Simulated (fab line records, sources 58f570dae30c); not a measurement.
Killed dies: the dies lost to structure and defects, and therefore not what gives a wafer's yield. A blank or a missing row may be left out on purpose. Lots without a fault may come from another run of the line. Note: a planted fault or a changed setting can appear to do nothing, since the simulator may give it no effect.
The tool behind it: which one? || flow berkeleyCmos170 || 42 wafers from 14 lots sampled at 6 of the route's 331 steps

WHAT THE GAUGES READ, wafer by wafer
UCB170_NVT_OVL_MEAS_06.
{"lot": "L370", "measured": "day 5 20:49", "on": "overlay-02", "NVT_OVL (nm)": "8 11 5"}
{"lot": "L371", "measured": "day 6 03:05", "on": "overlay-01", "NVT_OVL (nm)": "-1 -2 -4"}
{"lot": "L372", "measured": "day 6 08:12", "on": "overlay-02", "NVT_OVL (nm)": "2 -3 -2"}
{"lot": "L373", "measured": "day 6 08:26", "on": "overlay-01", "NVT_OVL (nm)": "3 3 7"}
{"lot": "L376", "measured": "day 7 06:04", "on": "overlay-01", "NVT_OVL (nm)": "-6 -3 -6"}
{"lot": "L375", "measured": "day 7 06:05", "on": "overlay-02", "NVT_OVL (nm)": "3 7 5"}
{"lot": "L374", "measured": "day 7 06:20", "on": "overlay-02", "NVT_OVL (nm)": "-7 -5 -4"}
{"lot": "L380", "measured": "day 8 10:49", "on": "overlay-02", "NVT_OVL (nm)": "7 5 9"}
{"lot": "L382", "measured": "day 8 11:22", "on": "overlay-02", "NVT_OVL (nm)": "0 2 0"}
{"lot": "L388", "measured": "day 9 18:51", "on": "overlay-02", "NVT_OVL (nm)": "2 5 1"}
{"lot": "L387", "measured": "day 9 18:52", "on": "overlay-01", "NVT_OVL (nm)": "3 6 5"}
{"lot": "L385", "measured": "day 9 19:08", "on": "overlay-01", "NVT_OVL (nm)": "-9 -9 -6"}
{"lot": "L390", "measured": "day 10 07:22", "on": "overlay-01", "NVT_OVL (nm)": "0 -4 5"}
{"lot": "L391", "measured": "day 10 18:51", "on": "overlay-02", "NVT_OVL (nm)": "8 6 6"}

UCB170_M1_RS_MEAS_01: the measuring method here is four-point-probe.
{"lot": "L370", "measured": "day 7 12:19", "on": "filmMetro-04", "M1_AL_RS (ohm/sq)": "0.0485 0.0489 0.0487"}
{"lot": "L371", "measured": "day 7 20:53", "on": "filmMetro-01", "M1_AL_RS (ohm/sq)": "0.0476 0.0475 0.0476"}
{"lot": "L372", "measured": "day 7 20:54", "on": "filmMetro-04", "M1_AL_RS (ohm/sq)": "0.0484 0.0481 0.0489"}
{"lot": "L373", "measured": "day 7 17:49", "on": "filmMetro-04", "M1_AL_RS (ohm/sq)": "0.0488 0.0478 0.0483"}
{"lot": "L376", "measured": "day 9 06:19", "on": "filmMetro-04", "M1_AL_RS (ohm/sq)": "0.0584 0.0574 0.0585"}
{"lot": "L375", "measured": "day 9 05:26", "on": "filmMetro-03", "M1_AL_RS (ohm/sq)": "0.0488 0.0485 0.0487"}
{"lot": "L374", "measured": "day 9 05:21", "on": "filmMetro-04", "M1_AL_RS (ohm/sq)": "0.0486 0.0476 0.0481"}
{"lot": "L380", "measured": "day 10 12:25", "on": "filmMetro-01", "M1_AL_RS (ohm/sq)": "0.0592 0.0588 0.0586"}
{"lot": "L382", "measured": "day 10 08:20", "on": "filmMetro-04", "M1_AL_RS (ohm/sq)": "0.0475 0.0485 0.0483"}
{"lot": "L388", "measured": "day 11 12:32", "on": "filmMetro-01", "M1_AL_RS (ohm/sq)": "0.0482 0.0477 0.0484"}
{"lot": "L387", "measured": "day 11 14:02", "on": "filmMetro-03", "M1_AL_RS (ohm/sq)": "0.0482 0.0481 0.0479"}
{"lot": "L385", "measured": "day 11 12:56", "on": "filmMetro-01", "M1_AL_RS (ohm/sq)": "0.0475 0.0481 0.0481"}
{"lot": "L390", "measured": "day 11 23:35", "on": "filmMetro-03", "M1_AL_RS (ohm/sq)": "0.0480 0.0480 0.0483"}
{"lot": "L391", "measured": "day 12 09:59", "on": "filmMetro-04", "M1_AL_RS (ohm/sq)": "0.0482 0.0478 0.0478"}

UCB170_M1_THK_MEAS_02: measures by xrf.
{"lot": "L370", "measured": "day 7 12:26", "on": "filmMetro-04", "M1_AL_THK (nm)": "606 592 599"}
{"lot": "L371", "measured": "day 7 20:59", "on": "filmMetro-01", "M1_AL_THK (nm)": "617 617 614"}
{"lot": "L372", "measured": "day 7 21:00", "on": "filmMetro-04", "M1_AL_THK (nm)": "601 603 600"}
{"lot": "L373", "measured": "day 7 17:55", "on": "filmMetro-04", "M1_AL_THK (nm)": "603 612 604"}
{"lot": "L376", "measured": "day 9 06:25", "on": "filmMetro-04", "M1_AL_THK (nm)": "502 510 506"}
{"lot": "L375", "measured": "day 9 05:34", "on": "filmMetro-03", "M1_AL_THK (nm)": "601 607 606"}
{"lot": "L374", "measured": "day 9 05:26", "on": "filmMetro-04", "M1_AL_THK (nm)": "602 616 608"}
{"lot": "L380", "measured": "day 10 12:32", "on": "filmMetro-01", "M1_AL_THK (nm)": "491 497 498"}
{"lot": "L382", "measured": "day 10 08:28", "on": "filmMetro-04", "M1_AL_THK (nm)": "615 596 607"}
{"lot": "L388", "measured": "day 11 12:40", "on": "filmMetro-01", "M1_AL_THK (nm)": "606 608 601"}
{"lot": "L387", "measured": "day 11 14:09", "on": "filmMetro-03", "M1_AL_THK (nm)": "607 608 615"}
{"lot": "L385", "measured": "day 11 13:02", "on": "filmMetro-01", "M1_AL_THK (nm)": "612 604 602"}
{"lot": "L390", "measured": "day 11 23:41", "on": "filmMetro-03", "M1_AL_THK (nm)": "609 608 607"}
{"lot": "L391", "measured": "day 12 10:05", "on": "filmMetro-04", "M1_AL_THK (nm)": "603 613 607"}

EACH LOT AND THE TOOL THAT RAN IT (in order: tool; ch and the chambers of the sampled wafers; start)
{"lot": "L370", "UCB170_PLDD_STRIP_10": "plasmaAsher-03 ch 0,1, day 6 19:45", "UCB170_PSD_STRIP_09": "plasmaAsher-01 ch 0,1, day 7 03:34", "UCB170_M1_SPUTTER_00": "pvdSputter-04, day 7 12:16"}
{"lot": "L371", "UCB170_PLDD_STRIP_10": "plasmaAsher-03 ch 1, day 6 23:20", "UCB170_PSD_STRIP_09": "plasmaAsher-04 ch 0,1, day 7 07:45", "UCB170_M1_SPUTTER_00": "pvdSputter-03, day 7 20:48"}
{"lot": "L372", "UCB170_PLDD_STRIP_10": "plasmaAsher-04 ch 0,1, day 6 23:55", "UCB170_PSD_STRIP_09": "plasmaAsher-01 ch 0,1, day 7 07:54", "UCB170_M1_SPUTTER_00": "pvdSputter-04, day 7 20:48"}
{"lot": "L373", "UCB170_PLDD_STRIP_10": "plasmaAsher-02 ch 0,1, day 6 23:44", "UCB170_PSD_STRIP_09": "plasmaAsher-02 ch 0,1, day 7 07:35", "UCB170_M1_SPUTTER_00": "pvdSputter-03, day 7 17:43"}
{"lot": "L376", "UCB170_PLDD_STRIP_10": "plasmaAsher-02 ch 1, day 8 01:01", "UCB170_PSD_STRIP_09": "plasmaAsher-02 ch 0,1, day 8 14:01", "UCB170_M1_SPUTTER_00": "pvdSputter-03, day 9 06:14"}
{"lot": "L375", "UCB170_PLDD_STRIP_10": "plasmaAsher-04 ch 0,1, day 8 01:16", "UCB170_PSD_STRIP_09": "plasmaAsher-04 ch 0,1, day 8 13:47", "UCB170_M1_SPUTTER_00": "pvdSputter-03, day 9 05:14"}
{"lot": "L374", "UCB170_PLDD_STRIP_10": "plasmaAsher-03 ch 0,1, day 8 00:53", "UCB170_PSD_STRIP_09": "plasmaAsher-02 ch 0,1, day 8 13:20", "UCB170_M1_SPUTTER_00": "pvdSputter-01, day 9 05:14"}
{"lot": "L380", "UCB170_PLDD_STRIP_10": "plasmaAsher-03 ch 0,1, day 9 12:06", "UCB170_PSD_STRIP_09": "plasmaAsher-02 ch 0,1, day 10 01:25", "UCB170_M1_SPUTTER_00": "pvdSputter-03, day 10 12:21"}
{"lot": "L382", "UCB170_PLDD_STRIP_10": "plasmaAsher-03 ch 0,1, day 9 11:52", "UCB170_PSD_STRIP_09": "plasmaAsher-02 ch 0,1, day 9 21:07", "UCB170_M1_SPUTTER_00": "pvdSputter-01, day 10 08:16"}
{"lot": "L388", "UCB170_PLDD_STRIP_10": "plasmaAsher-02 ch 0,1, day 10 16:26", "UCB170_PSD_STRIP_09": "plasmaAsher-02 ch 0,1, day 11 01:50", "UCB170_M1_SPUTTER_00": "pvdSputter-04, day 11 12:29"}
{"lot": "L387", "UCB170_PLDD_STRIP_10": "plasmaAsher-02 ch 0,1, day 10 15:57", "UCB170_PSD_STRIP_09": "plasmaAsher-04 ch 0,1, day 11 01:43", "UCB170_M1_SPUTTER_00": "pvdSputter-04, day 11 13:58"}
{"lot": "L385", "UCB170_PLDD_STRIP_10": "plasmaAsher-03 ch 0,1, day 10 16:14", "UCB170_PSD_STRIP_09": "plasmaAsher-02 ch 0,1, day 11 01:18", "UCB170_M1_SPUTTER_00": "pvdSputter-01, day 11 12:50"}
{"lot": "L390", "UCB170_PLDD_STRIP_10": "plasmaAsher-04 ch 1, day 11 03:38", "UCB170_PSD_STRIP_09": "plasmaAsher-04 ch 0,1, day 11 13:11", "UCB170_M1_SPUTTER_00": "pvdSputter-04, day 11 23:30"}
{"lot": "L391", "UCB170_PLDD_STRIP_10": "plasmaAsher-02 ch 0,1, day 11 14:47", "UCB170_PSD_STRIP_09": "plasmaAsher-04 ch 0,1, day 12 00:43", "UCB170_M1_SPUTTER_00": "pvdSputter-01, day 12 09:53"}
- UCB170_PLDD_STRIP_10: strips in O2.
- UCB170_PSD_STRIP_09: strips in O2.
- UCB170_M1_SPUTTER_00: material Al, target thk 600 nm, time 80 s.

WHAT THE TOOLS THEMSELVES READ (means of the sampled wafers that have a number; where no wafer has one, the mark that the record gives instead)
UCB170_PLDD_STRIP_10.
{"lot": "L370", "tool": "plasmaAsher-03", "drypumpMotorCurrentA (A)": 5.74, "oesProductAu (a.u.)": 0.738, "stripTimeToEndpointS (s)": 21.61}
{"lot": "L371", "tool": "plasmaAsher-03", "drypumpMotorCurrentA (A)": 5.87, "oesProductAu (a.u.)": 0.732, "stripTimeToEndpointS (s)": 21.60}
{"lot": "L372", "tool": "plasmaAsher-04", "drypumpMotorCurrentA (A)": 5.11, "oesProductAu (a.u.)": 0.734, "stripTimeToEndpointS (s)": 21.59}
{"lot": "L373", "tool": "plasmaAsher-02", "drypumpMotorCurrentA (A)": 5.67, "oesProductAu (a.u.)": 0.731, "stripTimeToEndpointS (s)": 21.69}
{"lot": "L376", "tool": "plasmaAsher-02", "drypumpMotorCurrentA (A)": 5.68, "oesProductAu (a.u.)": 0.733, "stripTimeToEndpointS (s)": 21.69}
{"lot": "L375", "tool": "plasmaAsher-04", "drypumpMotorCurrentA (A)": 5.15, "oesProductAu (a.u.)": 0.731, "stripTimeToEndpointS (s)": 21.59}
{"lot": "L374", "tool": "plasmaAsher-03", "drypumpMotorCurrentA (A)": 5.79, "oesProductAu (a.u.)": 0.737, "stripTimeToEndpointS (s)": 21.64}
{"lot": "L380", "tool": "plasmaAsher-03", "drypumpMotorCurrentA (A)": 5.73, "oesProductAu (a.u.)": 0.734, "stripTimeToEndpointS (s)": 21.56}
{"lot": "L382", "tool": "plasmaAsher-03", "drypumpMotorCurrentA (A)": 5.72, "oesProductAu (a.u.)": 0.733, "stripTimeToEndpointS (s)": 21.57}
{"lot": "L388", "tool": "plasmaAsher-02", "drypumpMotorCurrentA (A)": 5.65, "oesProductAu (a.u.)": 0.733, "stripTimeToEndpointS (s)": 21.64}
{"lot": "L387", "tool": "plasmaAsher-02", "drypumpMotorCurrentA (A)": 5.65, "oesProductAu (a.u.)": 0.734, "stripTimeToEndpointS (s)": 21.67}
{"lot": "L385", "tool": "plasmaAsher-03", "drypumpMotorCurrentA (A)": 5.75, "oesProductAu (a.u.)": 0.736, "stripTimeToEndpointS (s)": 21.55}
{"lot": "L390", "tool": "plasmaAsher-04", "drypumpMotorCurrentA (A)": 5.07, "oesProductAu (a.u.)": 0.738, "stripTimeToEndpointS (s)": 21.57}
{"lot": "L391", "tool": "plasmaAsher-02", "drypumpMotorCurrentA (A)": 5.65, "oesProductAu (a.u.)": 0.727, "stripTimeToEndpointS (s)": 21.65}

UCB170_PSD_STRIP_09.
{"lot": "L370", "tool": "plasmaAsher-01", "drypumpMotorCurrentA (A)": 6.4, "oesProductAu (a.u.)": 0.597, "stripTimeToEndpointS (s)": 29.27}
{"lot": "L371", "tool": "plasmaAsher-04", "drypumpMotorCurrentA (A)": 5.1, "oesProductAu (a.u.)": 0.599, "stripTimeToEndpointS (s)": 29.41}
{"lot": "L372", "tool": "plasmaAsher-01", "drypumpMotorCurrentA (A)": 6.1, "oesProductAu (a.u.)": 0.600, "stripTimeToEndpointS (s)": 29.25}
{"lot": "L373", "tool": "plasmaAsher-02", "drypumpMotorCurrentA (A)": 5.7, "oesProductAu (a.u.)": 0.596, "stripTimeToEndpointS (s)": 29.43}
{"lot": "L376", "tool": "plasmaAsher-02", "drypumpMotorCurrentA (A)": 5.7, "oesProductAu (a.u.)": 0.596, "stripTimeToEndpointS (s)": 29.38}
{"lot": "L375", "tool": "plasmaAsher-04", "drypumpMotorCurrentA (A)": 5.1, "oesProductAu (a.u.)": 0.604, "stripTimeToEndpointS (s)": 29.26}
{"lot": "L374", "tool": "plasmaAsher-02", "drypumpMotorCurrentA (A)": 5.6, "oesProductAu (a.u.)": 0.600, "stripTimeToEndpointS (s)": 29.48}
{"lot": "L380", "tool": "plasmaAsher-02", "drypumpMotorCurrentA (A)": 5.7, "oesProductAu (a.u.)": 0.594, "stripTimeToEndpointS (s)": 29.19}
{"lot": "L382", "tool": "plasmaAsher-02", "drypumpMotorCurrentA (A)": 5.7, "oesProductAu (a.u.)": 0.601, "stripTimeToEndpointS (s)": 29.51}
{"lot": "L388", "tool": "plasmaAsher-02", "drypumpMotorCurrentA (A)": 5.6, "oesProductAu (a.u.)": 0.601, "stripTimeToEndpointS (s)": 29.41}
{"lot": "L387", "tool": "plasmaAsher-04", "drypumpMotorCurrentA (A)": 5.2, "oesProductAu (a.u.)": 0.601, "stripTimeToEndpointS (s)": 29.40}
{"lot": "L385", "tool": "plasmaAsher-02", "drypumpMotorCurrentA (A)": 5.6, "oesProductAu (a.u.)": 0.600, "stripTimeToEndpointS (s)": 29.34}
{"lot": "L390", "tool": "plasmaAsher-04", "drypumpMotorCurrentA (A)": 5.2, "oesProductAu (a.u.)": 0.598, "stripTimeToEndpointS (s)": 29.43}
{"lot": "L391", "tool": "plasmaAsher-04", "drypumpMotorCurrentA (A)": 5.1, "oesProductAu (a.u.)": 0.597, "stripTimeToEndpointS (s)": 29.44}

UCB170_M1_SPUTTER_00.
{"lot": "L370", "tool": "pvdSputter-04", "cathodeDcPowerW (W)": 5999.3, "throttleValvePct (%)": 29.5}
{"lot": "L371", "tool": "pvdSputter-03", "cathodeDcPowerW (W)": 5999.9, "throttleValvePct (%)": 29.3}
{"lot": "L372", "tool": "pvdSputter-04", "cathodeDcPowerW (W)": 5999.9, "throttleValvePct (%)": 29.1}
{"lot": "L373", "tool": "pvdSputter-03", "cathodeDcPowerW (W)": 5997.6, "throttleValvePct (%)": 29.1}
{"lot": "L376", "tool": "pvdSputter-03", "cathodeDcPowerW (W)": 4921.7, "throttleValvePct (%)": 29.2}
{"lot": "L375", "tool": "pvdSputter-03", "cathodeDcPowerW (W)": 6000.0, "throttleValvePct (%)": 29.1}
{"lot": "L374", "tool": "pvdSputter-01", "cathodeDcPowerW (W)": 5999.7, "throttleValvePct (%)": 30.0}
{"lot": "L380", "tool": "pvdSputter-03", "cathodeDcPowerW (W)": 4921.9, "throttleValvePct (%)": 28.9}
{"lot": "L382", "tool": "pvdSputter-01", "cathodeDcPowerW (W)": 5999.0, "throttleValvePct (%)": 29.8}
{"lot": "L388", "tool": "pvdSputter-04", "cathodeDcPowerW (W)": 6001.0, "throttleValvePct (%)": 29.3}
{"lot": "L387", "tool": "pvdSputter-04", "cathodeDcPowerW (W)": 6000.2, "throttleValvePct (%)": 29.1}
{"lot": "L385", "tool": "pvdSputter-01", "cathodeDcPowerW (W)": 5999.6, "throttleValvePct (%)": 29.2}
{"lot": "L390", "tool": "pvdSputter-04", "cathodeDcPowerW (W)": 6000.2, "throttleValvePct (%)": 29.1}
{"lot": "L391", "tool": "pvdSputter-01", "cathodeDcPowerW (W)": 6000.1, "throttleValvePct (%)": 29.3}

THE ANSWER, worked out from the rows above alone
Rule: the lots themselves supply what counts as usual. Put in order of their means at a reading, lots are off if they are a third of the lots or fewer, leave a main group of 4 or more, and stand apart from it by a gap of 3 or more times the standard deviation of the main group's means; of several such gaps the widest counts. A main group whose means are all the same, to the digits that the tables above print for the reading, isn't used. A lot without any number at a reading at which 4 lots or more have one is off too. All remaining lots with rows at the step are treated as sound. After the gauges, taken in route order, come the tools' own readings; for these a lot's mean is taken, as printed above. The first step at which some lot is off is used, and at that step the reading that is off furthest; a lot without a number counts as furthest.
Off: L376, L380, at UCB170_M1_RS_MEAS_01 (M1_AL_RS). The main group has a mean of 0.0482 ohm/sq with a standard deviation of 0.00031.
A tool fits if, at a process step before that reading, it ran every lot that is off, and no sound lot after the first of them. The gauges at UCB170_M1_RS_MEAS_01 aren't tried: what is off there is off at UCB170_M1_SPUTTER_00 too, on other tools, and a gauge's error can't cause that. One fits: pvdSputter-03 at UCB170_M1_SPUTTER_00. Its last sound lot is L375 (day 9 05:14), its first lot that is off L376 (day 9 06:14): a fault that began between those two fits.
The tool's own readings at UCB170_M1_SPUTTER_00 bear it out: on the lots that are off they differ by more than 5 times the standard deviation of the sound lots' means. cathodeDcPowerW reads 4921.8 W there against 5999.7 W on the sound lots.

WHAT HAD BEEN PUT IN BY THE SIMULATOR
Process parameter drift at UCB170_M1_SPUTTER_00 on pvdSputter-03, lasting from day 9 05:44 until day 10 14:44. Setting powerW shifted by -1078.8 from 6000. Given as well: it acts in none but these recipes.
Struck lots among those shown: L376, L380. The rule above found the same.
